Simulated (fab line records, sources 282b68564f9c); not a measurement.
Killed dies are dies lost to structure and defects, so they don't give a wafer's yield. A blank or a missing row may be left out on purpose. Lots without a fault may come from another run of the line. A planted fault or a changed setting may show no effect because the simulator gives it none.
Which tool did it? | flow rit_cmos | 6 lots, 18 wafers sampled, at 2 steps of a route of 202

WHAT THE GAUGES READ, wafer by wafer
RIT_GATE_THK_MEAS_09.
lot  | measured    | on            | GATE_POLY_THK (nm)
L658 | day 2 16:31 | film_metro-03 | 248.5 250.0 248.6
L660 | day 3 02:58 | film_metro-03 | 250.3 250.9 250.8
L662 | day 3 13:26 | film_metro-04 | 249.3 251.4 250.8
L664 | day 4 04:35 | film_metro-03 | 251.5 249.7 249.9
L669 | day 5 01:00 | film_metro-02 | 251.8 252.1 250.4
L678 | day 6 21:40 | film_metro-03 | 218.8 221.7 219.5

WHICH TOOL RAN EACH LOT (tool, then ch and the chambers of the sampled wafers, then the start)
lot  | RIT_GATE_CVD_08
L658 | lpcvd-02 ch 1, day 2 14:53
L660 | lpcvd-02 ch 0, day 3 01:22
L662 | lpcvd-01 ch 0, day 3 11:00
L664 | lpcvd-02 ch 1, day 4 02:58
L669 | lpcvd-01 ch 0, day 4 23:22
L678 | lpcvd-02 ch 0, day 6 19:14
- RIT_GATE_CVD_08: deposits poly-Si from SiH4, target thk 250 nm, time 2220 s.

THE ANSWER, worked out from the rows above alone
Rule: what is usual is taken from the lots themselves. Put in order of their means at a reading, lots are off if they are a third of the lots or fewer, leave a main group of 4 or more, and stand apart from it by a gap of 3 or more times the standard deviation of the main group's means; of several such gaps the widest counts. A main group whose means are all the same, to the digits that the tables above print for the reading, isn't used. A lot without any number at a reading at which 4 lots or more have one is off too. The other lots that the step has rows for count as sound.
Off: L678, at RIT_GATE_THK_MEAS_09 (GATE_POLY_THK). The main group: mean 250.4 nm, standard deviation 0.78.
A tool fits if, at a process step before that reading, it ran every lot that is off, and no sound lot after the first of them. The gauges at RIT_GATE_THK_MEAS_09 are tried like those tools. Can't be told from this: 2 tools fit, lpcvd-02 at RIT_GATE_CVD_08, film_metro-03 at RIT_GATE_THK_MEAS_09.

WHAT THE SIMULATOR HAD PUT IN
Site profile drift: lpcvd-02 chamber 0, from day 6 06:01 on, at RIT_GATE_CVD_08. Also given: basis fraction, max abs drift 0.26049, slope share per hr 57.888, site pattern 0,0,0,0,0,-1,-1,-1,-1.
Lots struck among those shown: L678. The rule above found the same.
